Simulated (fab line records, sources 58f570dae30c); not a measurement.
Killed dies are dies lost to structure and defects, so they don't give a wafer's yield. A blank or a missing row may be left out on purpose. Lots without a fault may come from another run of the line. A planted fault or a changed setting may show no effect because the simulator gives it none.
One fault seen from 2 desks | flow berkeley_cmos170 | each desk has only its own numbers; what lay behind them comes last

THE METROLOGY DESK
What the gauges read, lot by lot, whatever tool the lot ran on: means of the sampled wafers that have a number. A lot is out of limits, marked OUT, if its mean lies more than 4 standard deviations from the usual mean; the brackets give that distance.
Columns: A = NLDD_TW at UCB170_NLDD_TW_MEAS_11, usual 2216; B = cd_nm at UCB170_CONTACT_CD_MEAS_90, usual 700.1 nm; C = M2_OVL at UCB170_M2_OVL_MEAS_16, usual 1 nm
lot  | first seen here | A    | B     | C
L390 | day 7 06:26     | 2214 | 699.5 | -0
L392 | day 8 03:17     | 2232 | 703.1 | -1
L394 | day 8 03:29     | 2198 | 701.7 | 2
L396 | day 8 10:04     | 2186 | 701.5 | 11
L397 | day 8 10:47     | 2231 | 698.2 | -0
L401 | day 9 18:25     | 2189 | 701.4 | -3
L402 | day 9 18:58     | 2210 | 701.1 | -2
L399 | day 9 19:18     | 2241 | 702.8 | 7
L403 | day 9 22:07     | 2246 | 700.2 | 3
L406 | day 10 16:17    | 2205 | 698.4 | 7
L405 | day 10 16:22    | 2232 | 698.4 | 6
L410 | day 11 19:26    | 2242 | 701.1 | -5
L411 | day 11 19:40    | 2210 | 699.0 | 2
L412 | day 11 21:09    | 2238 | 702.2 | -10
This desk's finding: nothing out of limits on any of the 14 lots.

THE TOOL OWNER'S DESK: litho_track-03
The tool's own readings at UCB170_PFIELD_COAT_01 (resist thk 900 nm): means of the sampled wafers that have a number, for each lot that ran on this tool. A lot is out of limits, marked OUT, if its mean lies more than 4 standard deviations from the usual mean; the brackets give that distance.
Columns: A = dispense_pressure_kPa at UCB170_PFIELD_COAT_01, usual 47 kPa
lot  | first seen here | A
L390 | day 4 21:30     | 43
L392 | day 5 10:08     | 43
L394 | day 5 10:35     | 43
L396 | day 5 23:27     | 43
L399 | day 7 03:34     | 43
This desk's finding: nothing out of limits on any of the 5 lots.

PUT TOGETHER
The metrology desk saw nothing out of limits.
The tool owner's desk saw nothing out of limits.

WHAT THE SIMULATOR HAD PUT IN
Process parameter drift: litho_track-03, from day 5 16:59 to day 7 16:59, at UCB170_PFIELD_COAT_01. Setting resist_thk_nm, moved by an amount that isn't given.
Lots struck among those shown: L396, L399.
